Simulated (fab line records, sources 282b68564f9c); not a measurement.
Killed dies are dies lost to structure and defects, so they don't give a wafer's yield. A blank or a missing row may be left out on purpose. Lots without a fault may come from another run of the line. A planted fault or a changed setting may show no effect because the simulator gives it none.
A struck lot beside a sound one | flow rit_cmos | 14 steps out of a route of 202
Sound: wafers L600.1, L600.2, L600.5. Struck: wafers L613.1, L613.3, L613.4. The cause comes at the end.
At each step with rows: each side's tool, then ch and its chambers, then its first start. Under that, the readings that differ: sound wafers | struck wafers | difference of the means | sigmas: that difference in standard deviations of wafers without a fault.
alike: readings whose means differ by less than 2 such deviations, and words and numbers that are the same on both sides. not compared: withheld readings, readings that some wafer has no value for, bounds like >300 that may hide the same value, and numbers for which the record gives no deviation and whose values overlap.
The two part at a step that has a row with sigmas, a row that says differs or no value, or rows on one side only. Numbers that don't overlap but have no deviation are shown without sigmas and don't part them. A reading that every wafer of one side lacks parts them only if that side has two wafers or more.

RIT_ACTIVE_THK_MEAS_02:
  sound on film_metro-03, day 2 18:03; struck on film_metro-01, day 5 11:03
  alike: ACTIVE_OXIDE_THK
then, 1 step without rows for these wafers: RIT_ACTIVE_CVD_03 (deposits Si3N4 from SiH2Cl2/NH3, target thk 150 nm, time 1500 s).
RIT_ACTIVE_THK_MEAS_04:
  sound on film_metro-04, day 2 20:14; struck on film_metro-01, day 5 12:32
  alike: ACTIVE_NITRIDE_THK
then, 6 steps without rows for these wafers: RIT_ACTIVE_HMDS_05 (prime time 60 s); RIT_ACTIVE_COAT_06 (resist thk 1000 nm); RIT_ACTIVE_SOFTBAKE_07 (time 60 s); RIT_ACTIVE_EXPOSE_08 (exposes mask M1, target cd 1400 nm); RIT_ACTIVE_PEB_09; RIT_ACTIVE_DEVELOP_10 (develop time 50 s).
RIT_ACTIVE_CD_MEAS_11: target cd 1400 nm.
  sound on cd_sem-02, day 2 21:09; struck on cd_sem-02, day 5 13:34
  alike: cd_nm
then, 1 step without rows for these wafers: RIT_ACTIVE_HARDBAKE_12 (time 60 s).
RIT_ACTIVE_ETCH_13: etches Si3N4 in SF6, stops on SiO2, time 210 s, target depth 210 nm.
  sound on rie_diel-02 ch 1,2,3, day 2 21:25; struck on rie_diel-02 ch 0,2,3, day 5 13:50
  alike: drypump_motor_current_A, oes_product_au, throttle_valve_pct
  not compared: rf_hours_counter_h
RIT_ACTIVE_STRIP_14: strips in O2, time 180 s.
  sound on plasma_asher-01 ch 0,1, day 2 21:33; struck on plasma_asher-01 ch 0,1, day 5 13:58
  no value came back on the struck wafers for chamber_pressure_mTorr (mTorr), drypump_motor_current_A (A); on the sound wafers chamber_pressure_mTorr (mTorr) reads 3998 4002 3997
  reading                                     | sound | struck          | difference | sigmas
  model.NOVOLAK_of_ACTIVE_COAT_06.thk_nm (nm) | 0 0 0 | 657.1 658.6 649 | +654.9     |
  not compared: rf_hours_counter_h
RIT_ACTIVE_CD_MEAS_90: target cd 1400 nm.
  sound on cd_sem-01, day 2 21:44; struck on cd_sem-02, day 5 14:08
  alike: cd_nm

WHERE THEY PART
Only at RIT_ACTIVE_STRIP_14, within this record. Later steps at which nothing parts them and some readings are alike: RIT_ACTIVE_CD_MEAS_90.

WHY: what the simulator had put in
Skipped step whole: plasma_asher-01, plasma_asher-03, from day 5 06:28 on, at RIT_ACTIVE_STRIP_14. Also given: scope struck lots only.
